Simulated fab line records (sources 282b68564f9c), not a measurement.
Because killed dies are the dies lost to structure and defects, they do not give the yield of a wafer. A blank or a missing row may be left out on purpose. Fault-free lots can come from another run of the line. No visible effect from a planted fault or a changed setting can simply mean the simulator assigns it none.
Problem report in the 8D (eight disciplines) form, filled by code / flow rit-cmos / the parts of the form that need people (team, actions taken, sign-off) are left out

== 1. WHAT IS WRONG ==
At RIT_M1_PROBE_99, killed-at-front-end averages 25 over 6 wafers from 2 lots, while fault-free wafers read 7, standard deviation 3.1. Measured from the usual mean, that is +5.8 standard deviations.
Earliest sighting: wafer L369.1 on prober-02 at day 5 00:55. Wafers with a number at this step in the record: 42, from 14 lots. Rule for "out" (also "out of limits"): further than 4 standard deviations from the usual mean. The other wafers with a number count as sound.

== 2. WHAT IT IS, WHAT IT ISN'T ==
question=which readings at this step | is=killed-at-front-end, killed-dies, killed-on-rim | is not=killed-open
question=which lots | is=L369, L370 | is not=L362, L365, L376, L377, L378, L379, L380, L381, L382, L383, L384, L385
question=which wafers of those lots | is=all that have a number | is not=-
question=read on which tools | is=prober-01, prober-02 | is not=-
question=when | is=from day 5 00:55 | is not=up to then (6 sound wafers); but 30 sound wafers of L376, L377, L378, L379, L380, L381, L382, L383, L384, L385 came after

== 3. WHAT RULES OUT EACH SUSPECT ==
Counting: a tool at any process step up to the reading remains a suspect when it ran all the lots that are out and ran no sound lot after the first of those.
- lpcvd-02 at RIT_SPACER_CVD_03 (deposits Si3N4 from SiH2Cl2/NH3, target thk 250 nm, time 3300 s): ruled out as a lasting fault. The sound lots L379, L382, L383, L384 went through it after L369, its earliest lot that is out (day 4 11:41).
Left after counting: nothing in the record.

== 4. THE CAUSE (what the simulator had put in) ==
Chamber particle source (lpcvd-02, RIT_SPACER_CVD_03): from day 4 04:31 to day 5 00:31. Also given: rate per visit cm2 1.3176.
It was ruled out by counting, in error; the rule expects a fault to strike all lots run on its tool from its start on, and this fault did not.

== 5. THE EFFECT CHAIN, in route order ==
Each row: a reading whose mean over the struck wafers that have a number lies more than 3 standard deviations from the usual. Readings are gone through only where the record gives a usual standard deviation; hours: the median, over the lots, of the time from a lot's start at the first step in this table giving one to that lot's start at this step; sigmas: the change measured in usual standard deviations.
hours=0; step=RIT_M1_PROBE_99; reading=killed-at-front-end; usual=7; on struck wafers=25; change=+18; sigmas=+5.8
hours=0; step=RIT_M1_PROBE_99; reading=killed-dies; usual=7; on struck wafers=25; change=+18; sigmas=+5.8
hours=0; step=RIT_M1_PROBE_99; reading=killed-on-rim; usual=1.9; on struck wafers=10.5; change=+8.6; sigmas=+5.7
Here are the process steps it includes:
- RIT_M1_PROBE_99

== 6. HOW IT WOULD HAVE BEEN CAUGHT EARLIER ==
20 hours passed between the start of the fault at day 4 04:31 and the first reading out of limits in this record, taken at day 5 00:55.
